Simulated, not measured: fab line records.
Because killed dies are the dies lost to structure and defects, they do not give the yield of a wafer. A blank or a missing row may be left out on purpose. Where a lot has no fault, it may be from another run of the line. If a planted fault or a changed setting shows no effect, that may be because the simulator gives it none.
fab line records	flow rit_cmos
record lots=5	wafers=15	last_day=6
route steps=202 shown SDANNEAL@156 SILICIDE@161 CONTACT@168 M1@184
lots that met no fault: from a run of the same line without faults
start_h: start of the lot's first displayed wafer, in hours after the record's first day	wait_h: hours since the lot's step before	" identical to the entry in the row above	L1.1+2: one row covering several wafers at once	- no value, or no start was given	* or withheld: withheld	< > ~ a bound
route shown NAME@n: NAME is a module with steps in the file, n the number in the route of the first one	usual: mean/standard deviation of fault-free wafers	same: alike in all rows	chamber/n: place in a boat	sites: per-site readings	_std_site: standard deviation across them	_edge_site: inner sites' mean taken away from outer sites' mean	radius_mm: for every site, how far away it sits from the centre of the wafer	mask NAME#n: copy n	behind: the last tool/chamber to shape the wafer	hold: what put the lot on hold/how long, in hours/how the hold closed	device: names the non-switching transistor (n, p or np)	end of line: the tests these same wafers got at the end of their route	where a step has no rows: the recipe by itself	killed: dies lost to structure and defects at the first sort, not the wafer's yield	map: a wafer's dies, x killed, . not, _ none there
set.NAME: the run value of the setting; set.NAME@STEP: its run value at that earlier step	model.NAME: the simulator's own value behind a step, which no gauge read
certain route steps with their lots: each step a table, each wafer a row
services: from which hour (start_h, from the record's first day; less than 0 if before it) a tool's chamber was out of use, for how many hours, and why
## steps
# step RIT_SDANNEAL_RTA_03
# recipe temp_c=1050	time_s=5	idle_temp_c=600	ramp_up_c_per_s=342	ramp_down_c_per_s=171	cool_to_c=600	ambient=N2
# step RIT_SILICIDE_WET_ETCH_00
# recipe chemistry=BOE	target=SiO2	target_depth_nm=14	time_s=15	dry=n2_spin	dilution=10:1	temp_c=21.5
# step RIT_SILICIDE_SPUTTER_01
# recipe material=Ti	target_thk_nm=30	power_w=350	chamber_pressure_pa=0.667	gas=Ar	time_s=240	substrate_temp_c=25
# step RIT_SILICIDE_RTA_04
# recipe temp_c=650	time_s=10	idle_temp_c=25	ramp_up_s=5	ramp_down_s=5	cool_to_c=25	ambient=N2
# step RIT_SILICIDE_WET_ETCH_05
# recipe chemistry=SPM	target=Ti	temp_c=90	time_s=120	dry=n2_spin
# step RIT_SILICIDE_RTA_06
# recipe temp_c=750	time_s=10	idle_temp_c=25	ramp_up_s=5	ramp_down_s=10	cool_to_c=25	ambient=N2
# step RIT_CONTACT_CVD_00
# recipe material=SiO2	target_thk_nm=400	precursor=TEOS	temp_c=390	time_s=61	rf_w=400
# usual heater_power_w=316/53	rf_fwd_power_W=396.7/1.5
lot.wafer	tool	chamber	start_h	wait_h	heater_power_w	rf_fwd_power_W
L812.3	pecvd-04	1	60.69	0.0	293	397.9
L812.4	"	1	"	"	305	399.3
L812.5	"	2	"	"	326	398.4
L819.3	pecvd-02	0	96.66	0.0	362	397.9
L819.5	"	1	"	"	302	394.5
L819.6	"	2	"	"	266	394.1
L821.2	pecvd-04	2	105.38	0.0	367	398.2
L821.4	"	1	"	"	306	399.6
L821.6	"	2	"	"	276	397.9
L823.1	pecvd-04	1	117.51	0.1	291	400.6
L823.4	"	2	"	"	360	397.4
L823.6	"	0	"	"	245	398.1
L826.2	pecvd-04	0	132.48	0.0	180	398.0
L826.3	"	1	"	"	318	396.1
L826.4	"	0	"	"	199	399.2
# step RIT_CONTACT_HMDS_02
# recipe prime_time_s=60	prime_temp_c=140
# step RIT_CONTACT_COAT_03
# recipe resist=NOVOLAK	spin_rpm=3250	resist_thk_nm=1009
# step RIT_CONTACT_SOFTBAKE_04
# recipe resist=NOVOLAK	temp_c=90	time_s=60
# step RIT_CONTACT_EXPOSE_05
# recipe mask_id=M11	na=0.6	source_shape=conventional	sigma_outer=0.5	target_cd_nm=1000	dose_mj=250
# step RIT_CONTACT_PEB_06
# recipe resist=NOVOLAK	temp_c=withheld	time_s=withheld
# step RIT_CONTACT_DEVELOP_07
# recipe resist=NOVOLAK	develop_time_s=120	dev_temp_c=23
# step RIT_CONTACT_HARDBAKE_10
# recipe resist=NOVOLAK	temp_c=140	time_s=60
# step RIT_CONTACT_ETCH_11
# recipe target_depth_a=4800	over_etch_frac=0.2	stop_on=TiSi2	chemistry=CHF3/CF4/Ar	target=SiO2	CHF3_flow_sccm=50	cf4_flow_sccm=10	Ar_flow_sccm=100	O2_flow_sccm=5	pressure_mtorr=100	rf_w=207.2	time_s=320
# step RIT_CONTACT_STRIP_12
# recipe chemistry=O2	time_s=180	resist=NOVOLAK	platen_temp_c=withheld	power_w=500	pressure_mtorr=4000	o2_flow_sccm=4000
# step RIT_CONTACT_CLEAN_13
# recipe chemistry=SC1	mix=3:3:50	time_s=600	temp_c=75
# step RIT_CONTACT_CLEAN_14
# recipe chemistry=SC2	mix=3:3:50	time_s=600	temp_c=75	dry=n2_spin
# step RIT_M1_SPUTTER_00
# recipe material=Al	target_thk_nm=400	power_w=2000	chamber_pressure_pa=0.4	gas=Ar	time_s=500	substrate_temp_c=25
# step RIT_M1_HMDS_03
# recipe prime_time_s=60	prime_temp_c=140
# step RIT_M1_COAT_04
# recipe resist=NOVOLAK	spin_rpm=2000	resist_thk_nm=1300
# step RIT_M1_SOFTBAKE_05
# recipe resist=NOVOLAK	temp_c=90	time_s=60
# step RIT_M1_EXPOSE_06
# recipe mask_id=M12	na=0.6	source_shape=conventional	sigma_outer=0.5	target_cd_nm=2600	dose_mj=250
# step RIT_M1_PEB_07
# recipe resist=NOVOLAK	temp_c=withheld	time_s=withheld
# step RIT_M1_DEVELOP_08
# recipe resist=NOVOLAK	develop_time_s=68	dev_temp_c=23
# step RIT_M1_HARDBAKE_11
# recipe resist=NOVOLAK	temp_c=140	time_s=120
# step RIT_M1_METAL_ETCH_12
# recipe stop_on=SiO2	chemistry=Cl2/BCl3	target=Al	time_s=165	over_etch_frac=0.5	pressure_mtorr=100	target_depth_a=6000	rf_w=247.3	Cl2_flow_sccm=60	bcl3_flow_sccm=50
# step RIT_M1_STRIP_13
# recipe chemistry=nmp	resist=NOVOLAK	temp_c=80	time_s=600	dry=n2_spin
# step RIT_M1_PROBE_99
# usual killed_at_contacts=0.0/0.22	killed_at_front_end=7/3.3	killed_dies=7/3.3	killed_open=3.3/1.9	killed_short=3.6/2.1
# same gross_dies=264	killed_at_M0_to_M3=0	killed_at_M4_up=0	killed_at_back_side=0	killed_at_other=0
lot.wafer	tool	chamber	start_h	wait_h	hold	killed_at_contacts	killed_at_front_end	killed_dies	killed_open	killed_short
L812.3	prober-02	-	67.34	0.2	-	0	8	8	6	2
L812.4	prober-02	-	67.39	0.2	-	0	10	10	4	6
L812.5	prober-02	-	67.44	0.2	-	0	12	12	5	6
L819.3	prober-01	-	103.01	0.2	-	0	4	4	3	1
L819.5	prober-01	-	103.11	0.2	-	0	5	5	0	5
L819.6	prober-01	-	103.16	0.2	-	0	7	7	3	2
L821.2	prober-01	-	111.93	0.1	await_dispo/4.7h/release	32	9	41	5	4
L821.4	prober-01	-	112.03	0.2	await_dispo/4.7h/release	34	7	41	5	2
L821.6	prober-01	-	112.13	0.2	await_dispo/4.7h/release	35	4	39	1	3
L823.1	prober-01	-	124.04	0.1	await_dispo/1.6h/release	34	9	43	5	4
L823.4	prober-01	-	124.19	0.2	await_dispo/1.6h/release	32	11	43	5	6
L823.6	prober-01	-	124.29	0.2	await_dispo/1.6h/release	12	4	16	3	1
L826.2	prober-02	-	139.06	0.1	await_dispo/8.0h/release	11	6	17	3	3
L826.3	prober-02	-	139.11	0.2	await_dispo/8.0h/release	33	1	34	0	1
L826.4	prober-02	-	139.16	0.2	await_dispo/8.0h/release	12	6	18	3	3
# killed by level:class
L812.3 FOX1:geometric_particle:open=3 REOX:geometric_particle:open=2 FOX1:geometric_particle:short=1 GATE:geometric_particle:open=1 SILICIDE:geometric_particle:short=1
L812.4 GATE:geometric_particle:open=4 SILICIDE:geometric_particle:short=2 ACTIVE:geometric_particle:short=1 FOX1:geometric_particle:short=1 FOX2:geometric_particle:short=1 GATE:geometric_particle:short=1
L812.5 GATE:geometric_particle:open=3 GATE:geometric_particle:short=2 REOX:geometric_particle:short=2 SPACER:geometric_particle:short=2 REOX:geometric_particle:open=1 SILICIDE:geometric_particle:open=1 PSD:coat_microbubble_printed=1
L819.3 FOX1:geometric_particle:open=1 GATE:geometric_particle:open=1 GATE:geometric_particle:short=1 SPACER:geometric_particle:open=1
L819.5 FOX1:geometric_particle:short=2 GATE:geometric_particle:short=1 SPACER:geometric_particle:short=1 STARTING-WAFER:geometric_particle:short=1
L819.6 NWELL:coat_microbubble_printed=2 FOX1:geometric_particle:open=1 FOX2:geometric_particle:open=1 GATE:geometric_particle:short=1 GATE:geometric_particle:open=1 SILICIDE:geometric_particle:short=1
L821.2 CONTACT:unspecified=32 FOX1:geometric_particle:open=2 FOX2:geometric_particle:short=2 FOX1:geometric_particle:short=1 FOX2:geometric_particle:open=1 GATE:geometric_particle:short=1 SPACER:geometric_particle:open=1 SILICIDE:geometric_particle:open=1
L821.4 CONTACT:unspecified=34 REOX:geometric_particle:open=3 GATE:geometric_particle:short=2 SILICIDE:geometric_particle:open=2
L821.6 CONTACT:unspecified=35 FOX1:geometric_particle:short=1 GATE:geometric_particle:short=1 REOX:geometric_particle:short=1 SPACER:geometric_particle:open=1
L823.1 CONTACT:unspecified=34 FOX2:geometric_particle:open=2 GATE:geometric_particle:short=2 GATE:geometric_particle:open=2 SPACER:geometric_particle:short=2 SPACER:geometric_particle:open=1
L823.4 CONTACT:unspecified=32 FOX1:geometric_particle:open=2 GATE:geometric_particle:short=2 SILICIDE:geometric_particle:short=2 FOX1:geometric_particle:short=1 FOX2:geometric_particle:short=1 FOX2:geometric_particle:open=1 GATE:geometric_particle:open=1
L823.6 CONTACT:unspecified=12 FOX1:geometric_particle:open=2 FOX1:geometric_particle:short=1 SPACER:geometric_particle:open=1
L826.2 CONTACT:unspecified=11 GATE:geometric_particle:open=3 FOX1:geometric_particle:short=1 GATE:geometric_particle:short=1 REOX:geometric_particle:short=1
L826.3 CONTACT:unspecified=33 GATE:geometric_particle:short=1
L826.4 CONTACT:unspecified=12 GATE:geometric_particle:short=2 FOX1:geometric_particle:open=1 GATE:geometric_particle:open=1 REOX:geometric_particle:open=1 SPACER:geometric_particle:short=1
# map L821.2 (x killed, . not)
________......._______
_____.............____
____...............___
___.................__
__.x................._
__..................._
_..x..............x...
_.......x......x..x...
_......xxxx........x..
_x...xxxxxxxx.........
__....xxxxxx........._
__....xxxxxxx........_
___...xxxxxx........__
____...xx..........___
_____.............____
________......._______
# map L823.1 (x killed, . not)
________......._______
_____........x....____
____...............___
___.................__
__..................._
__..........x........_
_.................x...
_.................x...
_........x.....xxxx...
_............xxxxxxx..
__...........xxxxxxx._
__...x.......xxxxx.x._
___..........xxxxxxx__
____.......x.x...x.___
_____........xx...____
________......x_______
## services
tool	chamber	start_h	hours	kind
pecvd-02	-	103.98	14.6	pm
## key
first_sign step=RIT_M1_PROBE_99	reading=killed_at_contacts	direction=up	sigmas=26	usual=0.0	struck=26.1
effect step=RIT_M1_PROBE_99	reading=killed_dies	direction=up	sigmas=7.7	usual=7	struck=32
met_at RIT_CONTACT_CVD_00
struck_wafers L821.2,L821.4,L821.6,L823.1,L823.4,L823.6,L826.2,L826.3,L826.4
tester_left_out L821,L823,L826
onset_between 60.69 105.38
also_fits time
fault kind=chamber_particle_source	tool=pecvd-04	chamber=-	onset_h=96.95	steps=RIT_CONTACT_CVD_00	rate_per_visit_cm2=0.92424	end_h=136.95
# tester_left_out: of these lots the tester's yield and bins aren't shown, on N5 and GAA mostly nor the transistor test; their killed dies are dies lost to structure and defects alone, not to doping, threshold or leakage, so they don't give the yield
